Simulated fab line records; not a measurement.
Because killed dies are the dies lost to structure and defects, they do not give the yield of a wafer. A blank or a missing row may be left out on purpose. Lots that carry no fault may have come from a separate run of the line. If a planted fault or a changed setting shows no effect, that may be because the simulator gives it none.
Which tool was responsible? ; flow berkeley-cmos170 ; 45 wafers from 15 lots sampled at 4 of the route's 331 steps

## WHAT THE GAUGES SHOWED, per wafer
UCB170_PWELL_THK_MEAS_03.
lot;measured;on;PWELL_OXIDE_THK (nm)
L226;day 2 20:20;film-metro-01;26.5 26.0 26.5
L227;day 3 00:41;film-metro-01;26.7 26.3 26.7
L229;day 3 04:38;film-metro-02;25.9 25.6 25.9
L238;day 5 03:25;film-metro-02;26.1 26.3 26.1
L239;day 5 13:15;film-metro-01;25.7 26.4 26.0
L240;day 5 13:15;film-metro-02;25.5 26.2 25.6
L241;day 5 18:18;film-metro-02;26.5 26.0 26.1
L242;day 6 07:43;film-metro-01;25.9 25.6 25.5
L244;day 6 17:40;film-metro-01;25.4 25.1 25.6
L245;day 6 17:40;film-metro-04;26.0 26.0 25.7
L247;day 7 01:11;film-metro-01;27.3 26.9 27.9
L249;day 7 16:04;film-metro-01;26.6 26.4 26.5

UCB170_PWELL_TW_MEAS_17.
lot;measured;on;PWELL_TW
L226;day 3 01:40;film-metro-04;378.6 377.9 376.6
L227;day 3 06:38;film-metro-02;377.1 374.9 375.7
L229;day 3 11:07;film-metro-01;377.6 378.5 377.5
L238;day 5 15:14;film-metro-02;378.6 374.8 376.9
L239;day 5 23:37;film-metro-01;379.9 381.5 380.0
L240;day 5 23:12;film-metro-02;377.5 377.3 376.7
L241;day 6 03:34;film-metro-01;379.1 376.9 378.8
L242;day 6 14:14;film-metro-02;377.6 378.6 382.0
L244;day 7 02:47;film-metro-04;374.3 378.5 378.0
L245;day 7 02:52;film-metro-01;379.4 378.1 378.3
L247;day 7 08:32;film-metro-04;377.7 375.8 377.2
L249;day 7 22:34;film-metro-01;378.6 379.0 379.9

## EACH LOT AND THE TOOL THAT RAN IT (in order: tool; ch and the chambers of the sampled wafers; start)
lot;UCB170_START_ANNEAL_04;UCB170_ZERO_ETCH_06
L226;furnace-03 ch 0, day 1 21:37;rie-diel-02 ch 0,1,2, day 2 00:10
L227;furnace-01 ch 0, day 2 02:28;rie-diel-03 ch 0,2, day 2 04:52
L229;furnace-04 ch 0, day 2 05:29;rie-diel-02 ch 1,2,3, day 2 08:12
L230;furnace-01, day 2 10:49;-
L231;furnace-04, day 2 16:32;-
L232;furnace-03, day 2 20:38;-
L238;furnace-04 ch 0, day 4 04:21;rie-diel-01 ch 0,2, day 4 06:52
L239;furnace-04 ch 0, day 4 08:51;rie-diel-03 ch 1,2,3, day 4 12:00
L240;furnace-04 ch 0, day 4 12:56;rie-diel-01 ch 1,3, day 4 16:37
L241;furnace-01 ch 0, day 4 16:51;rie-diel-02 ch 2,3, day 4 19:42
L242;furnace-04 ch 0, day 4 23:26;rie-diel-02 ch 0,2, day 5 01:37
L244;furnace-04 ch 0, day 5 11:22;rie-diel-02 ch 0,1,3, day 5 13:32
L245;furnace-01 ch 0, day 5 19:05;rie-diel-01 ch 0,2,3, day 5 21:53
L247;furnace-04 ch 0, day 6 02:44;rie-diel-02 ch 0,1,3, day 6 05:13
L249;furnace-03 ch 0, day 6 09:56;rie-diel-03 ch 1,2,3, day 6 12:07
- UCB170_START_ANNEAL_04: time 1200 s.
- UCB170_ZERO_ETCH_06: etches SiO2 in CHF3/CF4/Ar, time 12 s.

## AS READ BY THE TOOLS THEMSELVES (means over the sampled wafers that have a number; for cases with no such wafer, the mark the record gives instead)
UCB170_START_ANNEAL_04.
lot;tool;spike-tc-centre-C (C);spike-tc-load-C (C)
L226;furnace-03;951.1;974
L227;furnace-01;950.9;972
L229;furnace-04;951.2;985
L230;furnace-01;-;-
L231;furnace-04;-;-
L232;furnace-03;-;-
L238;furnace-04;951.0;984
L239;furnace-04;951.3;984
L240;furnace-04;951.6;985
L241;furnace-01;951.0;972
L242;furnace-04;951.8;984
L244;furnace-04;950.7;984
L245;furnace-01;950.1;972
L247;furnace-04;950.0;984
L249;furnace-03;952.6;974

UCB170_ZERO_ETCH_06.
lot;tool;drypump-motor-current-A (A);oes-product-au (a.u.);throttle-valve-pct (%)
L226;rie-diel-02;5.5;0.623;9.08
L227;rie-diel-03;6.0;0.614;9.24
L229;rie-diel-02;5.6;0.626;9.11
L238;rie-diel-01;5.7;0.606;9.19
L239;rie-diel-03;5.5;0.615;9.31
L240;rie-diel-01;5.7;0.610;9.04
L241;rie-diel-02;5.3;0.627;9.14
L242;rie-diel-02;5.3;0.623;9.15
L244;rie-diel-02;5.7;0.628;9.13
L245;rie-diel-01;5.7;0.609;9.16
L247;rie-diel-02;5.7;0.622;9.13
L249;rie-diel-03;5.5;0.614;9.33

## THE ANSWER, worked out from the rows above alone
Rule: what is usual is taken from the lots themselves. Put in order of their means at a reading, lots are off if they are a third of the lots or fewer, leave a main group of 4 or more, and stand apart from it by a gap of 3 or more times the standard deviation of the main group's means; of several such gaps the widest counts. The tables above print the reading to a certain number of digits; a main group whose means all agree to those digits is not used. A lot without any number at a reading at which 4 lots or more have one is off too. The other lots that the step has rows for count as sound. The gauges are gone through in route order, then the tools' own readings, and for those a lot's mean is taken as printed above. The first step at which some lot is off is used, and at that step the reading that is off furthest; a lot without a number counts as furthest.
Off: L230, L231, L232, at UCB170_START_ANNEAL_04 (spike-tc-centre-C). Without a number there: L230, L231, L232. The main group: mean 951.1 C, standard deviation 0.68.
A tool fits if, at that step or a process step before it, it ran every lot that is off, and no sound lot after the first of them. Of those tried, none fits.

## WHAT THE SIMULATOR HAD INSERTED
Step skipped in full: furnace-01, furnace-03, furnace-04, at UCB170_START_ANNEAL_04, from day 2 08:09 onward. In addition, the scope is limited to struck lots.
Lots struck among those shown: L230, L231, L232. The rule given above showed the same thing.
